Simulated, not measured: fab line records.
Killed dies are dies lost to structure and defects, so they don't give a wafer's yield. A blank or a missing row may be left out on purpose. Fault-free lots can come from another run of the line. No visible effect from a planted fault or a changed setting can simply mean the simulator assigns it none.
The tool behind it: which one? | flow ritCmos | 14 lots with 42 wafers sampled at 2 steps, on a route of 202 steps

WHAT EACH GAUGE READ, for each wafer
RIT_ACTIVE_CD_MEAS_11: target cd 1400 nm. Usual: cdNm reads 1400.1 nm (standard deviation 2.4).
lot  | measured    | on       | cdNm (nm)                                 | flag
L885 | day 1 15:19 | cdSem-01 | 1398.5 1398.2 1396.8                      | 
L886 | day 1 21:45 | cdSem-02 | 1396.1 1396.3 1394.2                      | 
L887 | day 2 00:43 | cdSem-02 | 1399.1 1400.9 1403.4                      | 
L889 | day 2 10:29 | cdSem-02 | 1399.5 1398.3 1398.6                      | 
L891 | day 2 20:35 | cdSem-01 | 1397.1 1398.1 1400.2                      | 
L892 | day 3 01:32 | cdSem-02 | 1402.3 1403.3 1403.0                      | 
L893 | day 3 06:36 | cdSem-02 | 1402.3 1404.1 1403.7                      | 
L894 | day 3 13:29 | cdSem-01 | 1403.7 1403.5 1402.6                      | 
L896 | day 4 03:27 | cdSem-01 | 1399.6 1399.6 1397.4                      | 
L898 | day 4 07:36 | cdSem-01 | 1397.9 1397.2 1394.6                      | 
L899 | day 4 14:04 | cdSem-02 | 1681.7 1681.6 1682.4 1681.7 1681.4 1682.4 | OFF
L902 | day 5 04:38 | cdSem-01 | 1403.7 1403.4 1402.0                      | 
L903 | day 5 09:53 | cdSem-02 | 1681.2 1679.9 1681.5 1681.0 1679.1 1681.4 | OFF
L908 | day 6 10:28 | cdSem-02 | 1405.5 1404.2 1402.6                      | 

TOOL THAT RAN EACH LOT (tool first, then ch and the chambers of the sampled wafers, then the start)
lot  | RIT_ACTIVE_DEVELOP_10
L885 | lithoTrack-03 ch 0, day 1 15:00
L886 | lithoTrack-01 ch 0, day 1 21:00
L887 | lithoTrack-01 ch 0, day 2 00:00
L889 | lithoTrack-01 ch 0, day 2 10:00
L891 | lithoTrack-03 ch 0, day 2 20:00
L892 | lithoTrack-03 ch 0, day 3 01:00
L893 | lithoTrack-01 ch 0, day 3 06:00
L894 | lithoTrack-03 ch 0, day 3 13:00
L896 | lithoTrack-01 ch 0, day 4 03:00
L898 | lithoTrack-01 ch 0, day 4 07:00
L899 | lithoTrack-01 ch 0, day 4 13:00
L902 | lithoTrack-04 ch 0, day 5 04:00
L903 | lithoTrack-01 ch 0, day 5 09:00
L908 | lithoTrack-03 ch 0, day 6 10:00
- RIT_ACTIVE_DEVELOP_10: develop time 50 s.

AS READ BY THE TOOLS THEMSELVES (means over the sampled wafers that have a number; for cases with no such wafer, the mark the record gives instead)
RIT_ACTIVE_DEVELOP_10. Usual: chillPlateTempC reads 22.97 C (standard deviation 0.099).
lot  | tool          | chillPlateTempC (C) | flag
L885 | lithoTrack-03 | 22.87               | 
L886 | lithoTrack-01 | 23.02               | 
L887 | lithoTrack-01 | 22.94               | 
L889 | lithoTrack-01 | 22.83               | 
L891 | lithoTrack-03 | 22.88               | 
L892 | lithoTrack-03 | 22.93               | 
L893 | lithoTrack-01 | 23.01               | 
L894 | lithoTrack-03 | 22.88               | 
L896 | lithoTrack-01 | 22.94               | 
L898 | lithoTrack-01 | 22.92               | 
L899 | lithoTrack-01 | 22.97               | 
L902 | lithoTrack-04 | 22.94               | 
L903 | lithoTrack-01 | 23.01               | 
L908 | lithoTrack-03 | 22.84               | 

THE ANSWER, worked out from the rows above alone
Rule: take the mean of a lot's wafers that have a number; if it is more than 3 standard deviations from the usual mean, the lot is off. Also off: a lot with no number at a reading for which 4 or more lots have one. Any other lot the step has rows for is counted as sound. The gauges are gone through in route order, then the tools' own readings, and for those a lot's mean is taken as printed above. The first step at which some lot is off is used, and at that step the reading that is off furthest; a lot without a number counts as furthest.
Off at RIT_ACTIVE_CD_MEAS_11 (cdNm): L899, L903.
A tool fits if, at a process step before that reading, it ran every lot that is off, and no sound lot after the first of them. Those tools and the gauges at RIT_ACTIVE_CD_MEAS_11 are tried in the same way. One candidate fits, namely lithoTrack-01 at RIT_ACTIVE_DEVELOP_10. Its last sound lot is L898 (day 4 07:00), its first lot that is off L899 (day 4 13:00): a fault that began between those two fits.

WHAT THE SIMULATOR PUT IN
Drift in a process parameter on lithoTrack-01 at RIT_ACTIVE_DEVELOP_10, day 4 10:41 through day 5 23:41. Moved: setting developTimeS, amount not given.
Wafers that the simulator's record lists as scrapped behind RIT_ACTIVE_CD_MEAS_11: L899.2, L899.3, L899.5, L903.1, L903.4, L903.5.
Shown lots that were struck: L899, L903. Same finding as the rule above.
